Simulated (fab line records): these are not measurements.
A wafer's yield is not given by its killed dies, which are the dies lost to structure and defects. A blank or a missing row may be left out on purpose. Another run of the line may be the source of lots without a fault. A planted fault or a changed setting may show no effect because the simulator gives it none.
Check of tool commonality :: flow berkeley_cmos170 :: 14 lots and 42 wafers in the sample

== WHY IT WAS OPENED ==
At UCB170_PVT_TW_MEAS_09 the reading PVT_TW is flagged on 2 of 14 lots. Fault-free wafers read 509.6, with a standard deviation of 2.2.
Rule: a lot gets a flag if all its wafers with a number sit over 4 standard deviations from that mean, or if no wafer of it has a number. All remaining lots are regarded as sound.

lot: L987
measured: day 7 00:07
on: film_metro-01
PVT_TW, wafer by wafer: 508.8 510.7 510.3
flag: 

lot: L988
measured: day 7 00:23
on: film_metro-01
PVT_TW, wafer by wafer: 511.9 509.9 508.1
flag: 

lot: L992
measured: day 7 16:31
on: film_metro-02
PVT_TW, wafer by wafer: 510.3 508.0 510.2
flag: 

lot: L991
measured: day 7 16:34
on: film_metro-01
PVT_TW, wafer by wafer: 512.2 510.0 508.5
flag: 

lot: L993
measured: day 8 03:43
on: film_metro-02
PVT_TW, wafer by wafer: 504.3 502.1 505.9
flag: 

lot: L995
measured: day 8 14:48
on: film_metro-01
PVT_TW, wafer by wafer: 508.0 506.7 509.4
flag: 

lot: L996
measured: day 9 00:34
on: film_metro-04
PVT_TW, wafer by wafer: 512.3 512.6 515.2
flag: 

lot: L102
measured: day 9 11:08
on: film_metro-02
PVT_TW, wafer by wafer: 513.0 516.1 512.4
flag: 

lot: L101
measured: day 9 11:43
on: film_metro-04
PVT_TW, wafer by wafer: 440.9 439.0 442.2
flag: FLAGGED

lot: L100
measured: day 9 12:25
on: film_metro-02
PVT_TW, wafer by wafer: 511.4 507.9 510.1
flag: 

lot: L999
measured: day 9 12:35
on: film_metro-02
PVT_TW, wafer by wafer: 445.0 441.6 440.4
flag: FLAGGED

lot: L107
measured: day 11 04:32
on: film_metro-02
PVT_TW, wafer by wafer: 507.0 510.2 507.8
flag: 

lot: L108
measured: day 11 11:37
on: film_metro-04
PVT_TW, wafer by wafer: 509.5 506.9 507.7
flag: 

lot: L109
measured: day 11 11:55
on: film_metro-01
PVT_TW, wafer by wafer: 512.1 509.3 508.9
flag: 
The numbers of the flagged lots are 441.5 on average: -68.1 against the usual, or -31 standard deviations.

== TOOL THAT RAN EACH LOT ==
The record holds 1 process step before the reading, out of a route of 331 steps. Every cell lists first the tool, next ch and the chambers used by the sampled wafers, and last the start.
lot: L987
flag: 
UCB170_PVT_IMPLANT_07: implanter-02 ch 0, day 6 23:54

lot: L988
flag: 
UCB170_PVT_IMPLANT_07: implanter-02 ch 0, day 7 00:08

lot: L992
flag: 
UCB170_PVT_IMPLANT_07: implanter-04 ch 0, day 7 16:16

lot: L991
flag: 
UCB170_PVT_IMPLANT_07: implanter-03 ch 0, day 7 16:19

lot: L993
flag: 
UCB170_PVT_IMPLANT_07: implanter-03 ch 0, day 8 03:29

lot: L995
flag: 
UCB170_PVT_IMPLANT_07: implanter-03 ch 0, day 8 14:31

lot: L996
flag: 
UCB170_PVT_IMPLANT_07: implanter-03 ch 0, day 9 00:20

lot: L102
flag: 
UCB170_PVT_IMPLANT_07: implanter-02 ch 0, day 9 10:53

lot: L101
flag: FLAGGED
UCB170_PVT_IMPLANT_07: implanter-03 ch 0, day 9 11:30

lot: L100
flag: 
UCB170_PVT_IMPLANT_07: implanter-04 ch 0, day 9 12:11

lot: L999
flag: FLAGGED
UCB170_PVT_IMPLANT_07: implanter-03 ch 0, day 9 12:19

lot: L107
flag: 
UCB170_PVT_IMPLANT_07: implanter-04 ch 0, day 11 04:17

lot: L108
flag: 
UCB170_PVT_IMPLANT_07: implanter-02 ch 0, day 11 11:22

lot: L109
flag: 
UCB170_PVT_IMPLANT_07: implanter-04 ch 0, day 11 11:43
What the steps here do:
- UCB170_PVT_IMPLANT_07
- UCB170_PVT_TW_MEAS_09

== FLAGGED AGAINST TOTAL, ONE TOOL AT A TIME (gauges that did the reading follow at the end) ==
step: UCB170_PVT_IMPLANT_07
tool: implanter-02
lots run: 4
flagged: 0
share of the flagged lots: none
sound lots run after its first flagged lot: -

step: UCB170_PVT_IMPLANT_07
tool: implanter-03
lots run: 6
flagged: 2
share of the flagged lots: all
sound lots run after its first flagged lot: 0

step: UCB170_PVT_IMPLANT_07
tool: implanter-04
lots run: 4
flagged: 0
share of the flagged lots: none
sound lots run after its first flagged lot: -

step: UCB170_PVT_TW_MEAS_09
tool: film_metro-01
lots run: 5
flagged: 0
share of the flagged lots: none
sound lots run after its first flagged lot: -

step: UCB170_PVT_TW_MEAS_09
tool: film_metro-02
lots run: 6
flagged: 1
share of the flagged lots: some
sound lots run after its first flagged lot: 1 (L107)

step: UCB170_PVT_TW_MEAS_09
tool: film_metro-04
lots run: 3
flagged: 1
share of the flagged lots: some
sound lots run after its first flagged lot: 1 (L108)

== THE TABLE: WHAT IT ALLOWS ==
Rows of the table that ran each flagged lot: 1, that is implanter-03 at UCB170_PVT_IMPLANT_07.
- implanter-03 at UCB170_PVT_IMPLANT_07: 2 of its 6 lots flagged. It ran its last sound lot, L996, at day 9 00:20 and its first flagged lot, L101, at day 9 11:30: a fault with its onset between the two fits. Its own readings lie more than 4 standard deviations out on every wafer of the flagged lots: dose_ions_cm2, faraday_current_uA.
Left over: one tool, implanter-03 at UCB170_PVT_IMPLANT_07.

== WHAT THE SIMULATOR PUT IN ==
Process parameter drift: implanter-03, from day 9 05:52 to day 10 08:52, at UCB170_PVT_IMPLANT_07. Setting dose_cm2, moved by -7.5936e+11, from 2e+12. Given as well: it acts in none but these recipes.
Shown lots that were struck: L101, L999. The rule above found the same.
